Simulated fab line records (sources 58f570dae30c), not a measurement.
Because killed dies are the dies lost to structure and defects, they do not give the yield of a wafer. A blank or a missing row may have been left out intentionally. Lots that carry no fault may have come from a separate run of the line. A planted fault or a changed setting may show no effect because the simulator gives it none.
Which tool was responsible? | flow berkeley-cmos170 | 14 lots with 42 wafers sampled at 7 steps, on a route of 331 steps

## WHAT THE GAUGES READ, wafer by wafer
UCB170_NWELL_OVL_MEAS_12.
lot  | measured    | on         | NWELL_OVL (nm)
L543 | day 2 09:48 | overlay-01 | 1 5 0
L545 | day 2 22:52 | overlay-02 | 3 -7 -1
L547 | day 3 04:02 | overlay-01 | 0 -7 -3
L549 | day 3 16:32 | overlay-02 | -8 -12 1
L550 | day 3 20:04 | overlay-02 | -3 -9 2
L552 | day 4 01:32 | overlay-02 | 7 0 5
L553 | day 4 04:26 | overlay-02 | 3 -4 3
L554 | day 4 10:16 | overlay-02 | 7 14 7
L557 | day 5 00:50 | overlay-02 | 5 -3 3
L559 | day 5 14:19 | overlay-02 | -7 6 -2
L560 | day 5 21:37 | overlay-01 | 3 -8 -1
L561 | day 6 03:40 | overlay-02 | 6 0 -4
L562 | day 6 11:58 | overlay-01 | -1 12 3
L564 | day 6 20:52 | overlay-02 | 3 -8 4

UCB170_M1_RS_MEAS_01: the measuring method here is four-point-probe.
lot  | measured     | on            | M1_AL_RS (ohm/sq)
L543 | day 6 19:59  | film-metro-03 | 0.0484 0.0493 0.0482
L545 | day 7 20:07  | film-metro-03 | 0.0483 0.0480 0.0482
L547 | day 8 08:36  | film-metro-03 | 0.0477 0.0479 0.0478
L549 | day 8 09:05  | film-metro-01 | 0.0494 0.0489 0.0488
L550 | day 8 05:51  | film-metro-01 | 0.0483 0.0482 0.0476
L552 | day 8 21:54  | film-metro-01 | 0.0307 0.0312 0.0311
L553 | day 8 17:08  | film-metro-01 | 0.0307 0.0311 0.0309
L554 | day 9 11:24  | film-metro-03 | 0.0490 0.0484 0.0491
L557 | day 9 22:01  | film-metro-01 | 0.0483 0.0472 0.0477
L559 | day 10 05:05 | film-metro-03 | 0.0488 0.0481 0.0487
L560 | day 10 02:49 | film-metro-01 | 0.0494 0.0492 0.0485
L561 | day 10 20:28 | film-metro-04 | 0.0487 0.0480 0.0486
L562 | day 11 02:31 | film-metro-04 | 0.0486 0.0486 0.0485
L564 | day 11 08:34 | film-metro-01 | 0.0479 0.0481 0.0481

UCB170_M1_THK_MEAS_02: measures by xrf.
lot  | measured     | on            | M1_AL_THK (nm)
L543 | day 6 20:05  | film-metro-03 | 596 585 599
L545 | day 7 20:14  | film-metro-03 | 596 597 598
L547 | day 8 08:43  | film-metro-03 | 605 602 607
L549 | day 8 09:12  | film-metro-01 | 584 587 591
L550 | day 8 05:58  | film-metro-01 | 593 594 606
L552 | day 8 21:59  | film-metro-01 | 931 919 918
L553 | day 8 17:16  | film-metro-01 | 926 920 923
L554 | day 9 11:31  | film-metro-03 | 581 594 581
L557 | day 9 22:07  | film-metro-01 | 595 611 605
L559 | day 10 05:13 | film-metro-03 | 593 601 593
L560 | day 10 02:56 | film-metro-01 | 582 585 596
L561 | day 10 20:35 | film-metro-04 | 586 595 590
L562 | day 11 02:38 | film-metro-04 | 586 593 588
L564 | day 11 08:39 | film-metro-01 | 600 600 598

UCB170_M3_CD_MEAS_90: target cd 700 nm.
lot  | measured     | on        | cd-nm (nm)
L543 | day 7 16:25  | cd-sem-01 | 702.0 696.4 702.8
L545 | day 8 16:56  | cd-sem-01 | 701.2 700.4 700.9
L547 | day 9 09:22  | cd-sem-01 | 697.6 698.2 697.0
L549 | day 9 09:36  | cd-sem-01 | 700.1 699.1 700.3
L550 | day 9 04:24  | cd-sem-02 | 699.5 697.0 694.5
L554 | day 10 02:49 | cd-sem-02 | 697.8 699.8 697.2
L557 | day 10 17:05 | cd-sem-02 | 698.8 701.7 700.3
L559 | day 10 21:40 | cd-sem-01 | 700.8 702.9 702.6
L560 | day 10 20:43 | cd-sem-01 | 703.5 704.8 700.2
L561 | day 11 12:00 | cd-sem-02 | 703.6 699.2 702.9
L562 | day 11 18:13 | cd-sem-02 | 700.8 700.4 703.6
L564 | day 12 00:13 | cd-sem-01 | 696.0 695.0 697.6

## TOOL THAT RAN EACH LOT (tool first, then ch and the chambers of the sampled wafers, then the start)
lot  | UCB170_SILICIDE_RTA_04           | UCB170_M1_SPUTTER_00         | UCB170_M1_METAL_ETCH_12
L543 | rtp-anneal-02 ch 0, day 6 13:43  | pvd-sputter-02, day 6 19:54  | rie-metal-03 ch 0, day 6 21:35
L545 | rtp-anneal-01 ch 0, day 7 13:07  | pvd-sputter-04, day 7 20:04  | rie-metal-04 ch 0,1, day 7 21:46
L547 | rtp-anneal-02 ch 0, day 8 00:02  | pvd-sputter-04, day 8 08:31  | rie-metal-01 ch 0,1, day 8 10:56
L549 | rtp-anneal-01 ch 0, day 8 00:25  | pvd-sputter-03, day 8 09:01  | rie-metal-04 ch 0, day 8 11:08
L550 | rtp-anneal-01 ch 0, day 7 23:05  | pvd-sputter-04, day 8 05:47  | rie-metal-01 ch 0,1, day 8 08:59
L552 | rtp-anneal-01 ch 0, day 8 11:35  | pvd-sputter-04, day 8 21:47  | rie-metal-01 ch 0,1, day 8 23:29
L553 | rtp-anneal-01 ch 0, day 8 10:47  | pvd-sputter-04, day 8 17:05  | rie-metal-03 ch 0,1, day 8 20:02
L554 | rtp-anneal-02 ch 0, day 9 03:44  | pvd-sputter-02, day 9 11:19  | rie-metal-03 ch 0,1, day 9 12:44
L557 | rtp-anneal-02 ch 0, day 9 16:14  | pvd-sputter-02, day 9 21:53  | rie-metal-03 ch 0,1, day 9 23:13
L559 | rtp-anneal-01 ch 0, day 9 21:13  | pvd-sputter-02, day 10 05:02 | rie-metal-04 ch 0,1, day 10 06:27
L560 | rtp-anneal-02 ch 0, day 9 20:52  | pvd-sputter-03, day 10 02:44 | rie-metal-04 ch 0,1, day 10 04:07
L561 | rtp-anneal-02 ch 0, day 10 13:28 | pvd-sputter-03, day 10 20:24 | rie-metal-01 ch 1, day 10 21:58
L562 | rtp-anneal-01 ch 0, day 10 21:03 | pvd-sputter-02, day 11 02:28 | rie-metal-04 ch 0,1, day 11 03:44
L564 | rtp-anneal-02 ch 0, day 11 01:45 | pvd-sputter-02, day 11 08:26 | rie-metal-04 ch 0,1, day 11 10:10
- UCB170_SILICIDE_RTA_04: time 15 s.
- UCB170_M1_SPUTTER_00: material Al, target thk 600 nm, time 80 s.
- UCB170_M1_METAL_ETCH_12: etches Al in Cl2/BCl3, stops on PSG, target depth 780 nm, time 130 s.

## AS READ BY THE TOOLS THEMSELVES (means over the sampled wafers that have a number; for cases with no such wafer, the mark the record gives instead)
UCB170_SILICIDE_RTA_04.
lot  | tool          | lamp-power-pct (%) | wafer_temp_C_max
L543 | rtp-anneal-02 | 11.9               | 652.9
L545 | rtp-anneal-01 | 10.6               | 652.7
L547 | rtp-anneal-02 | 11.9               | 653.4
L549 | rtp-anneal-01 | 10.6               | 653.0
L550 | rtp-anneal-01 | 10.6               | 652.9
L552 | rtp-anneal-01 | 10.6               | 653.0
L553 | rtp-anneal-01 | 10.6               | 652.4
L554 | rtp-anneal-02 | 11.9               | 652.5
L557 | rtp-anneal-02 | 11.9               | 653.4
L559 | rtp-anneal-01 | 10.6               | 652.6
L560 | rtp-anneal-02 | 11.9               | 652.9
L561 | rtp-anneal-02 | 11.9               | 653.2
L562 | rtp-anneal-01 | 10.6               | 652.8
L564 | rtp-anneal-02 | 11.9               | 653.3

UCB170_M1_SPUTTER_00.
lot  | tool           | cathode-dc-power-W (W) | throttle-valve-pct (%)
L543 | pvd-sputter-02 | 6001.8                 | 30.4
L545 | pvd-sputter-04 | 5999.7                 | 29.0
L547 | pvd-sputter-04 | 5999.9                 | 29.0
L549 | pvd-sputter-03 | 6000.8                 | 30.6
L550 | pvd-sputter-04 | 5999.4                 | 29.9
L552 | pvd-sputter-04 | 9270.1                 | 29.8
L553 | pvd-sputter-04 | 9270.8                 | 29.8
L554 | pvd-sputter-02 | 5998.2                 | 30.7
L557 | pvd-sputter-02 | 6001.4                 | 30.3
L559 | pvd-sputter-02 | 6000.3                 | 30.4
L560 | pvd-sputter-03 | 5999.3                 | 30.9
L561 | pvd-sputter-03 | 5999.0                 | 30.7
L562 | pvd-sputter-02 | 5999.5                 | 31.0
L564 | pvd-sputter-02 | 5999.9                 | 30.4

UCB170_M1_METAL_ETCH_12.
lot  | tool         | drypump-motor-current-A (A) | oes-product-au (a.u.) | rf-fwd-power-W (W) | throttle-valve-pct (%)
L543 | rie-metal-03 | 5.7                         | 0.831                 | 597.4              | 24.4
L545 | rie-metal-04 | 5.3                         | 0.864                 | 596.0              | 24.2
L547 | rie-metal-01 | 5.5                         | 0.851                 | 597.9              | 24.7
L549 | rie-metal-04 | 5.3                         | 0.860                 | 599.3              | 24.0
L550 | rie-metal-01 | 5.5                         | 0.853                 | 596.8              | 24.7
L552 | rie-metal-01 | 5.6                         | 0.970                 | 596.4              | 24.7
L553 | rie-metal-03 | 5.6                         | 0.963                 | 596.9              | 24.2
L554 | rie-metal-03 | 5.6                         | 0.825                 | 598.5              | 24.3
L557 | rie-metal-03 | 5.6                         | 0.839                 | 597.2              | 24.1
L559 | rie-metal-04 | 5.4                         | 0.856                 | 595.4              | 24.5
L560 | rie-metal-04 | 5.3                         | 0.852                 | 596.3              | 24.2
L561 | rie-metal-01 | 5.2                         | 0.842                 | 597.1              | 24.7
L562 | rie-metal-04 | 5.3                         | 0.865                 | 597.1              | 24.2
L564 | rie-metal-04 | 5.3                         | 0.864                 | 595.0              | 24.2

## THE ANSWER, worked out from the rows above alone
Rule: the lots themselves supply what counts as usual. The widest of any qualifying gaps counts: lots, ordered by their means at a reading, are off when they make up no more than a third of the lots, leave a main group of 4 or more, and stand apart from it by 3 or more times the standard deviation of that group's means. A main group whose means are all the same, to the digits that the tables above print for the reading, isn't used. A lot without any number at a reading at which 4 lots or more have one is off too. The other lots that the step has rows for count as sound. The gauges are gone through in route order, then the tools' own readings, and for those a lot's mean is taken as printed above. The first step at which some lot is off is used, and at that step the reading that is off furthest; a lot without a number counts as furthest.
Off: L552, L553, seen at UCB170_M1_RS_MEAS_01 (M1_AL_RS). Main group: mean 0.0484 ohm/sq, sd 0.00043.
If a tool, at a process step before that reading, ran all the lots that are off and no sound lot after the first of them, it fits. Not tried: the gauges at UCB170_M1_RS_MEAS_01; whatever is off there is also off at UCB170_M1_SPUTTER_00, on other tools, and gauge error can't account for it. One candidate fits, namely pvd-sputter-04 at UCB170_M1_SPUTTER_00. Its last sound lot is L547 (day 8 08:31), its first lot that is off L553 (day 8 17:05): a fault that began between those two fits.
The tool's own readings at UCB170_M1_SPUTTER_00 bear it out: on the lots that are off they differ by more than 5 times the standard deviation of the sound lots' means. cathode-dc-power-W reads 9270.5 W there against 5999.9 W on the sound lots.

## WHAT HAD BEEN PUT IN BY THE SIMULATOR
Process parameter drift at UCB170_M1_SPUTTER_00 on pvd-sputter-04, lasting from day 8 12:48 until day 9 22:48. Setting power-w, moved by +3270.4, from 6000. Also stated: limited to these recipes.
Lots struck among those shown: L552, L553. The rule above reached the same finding.
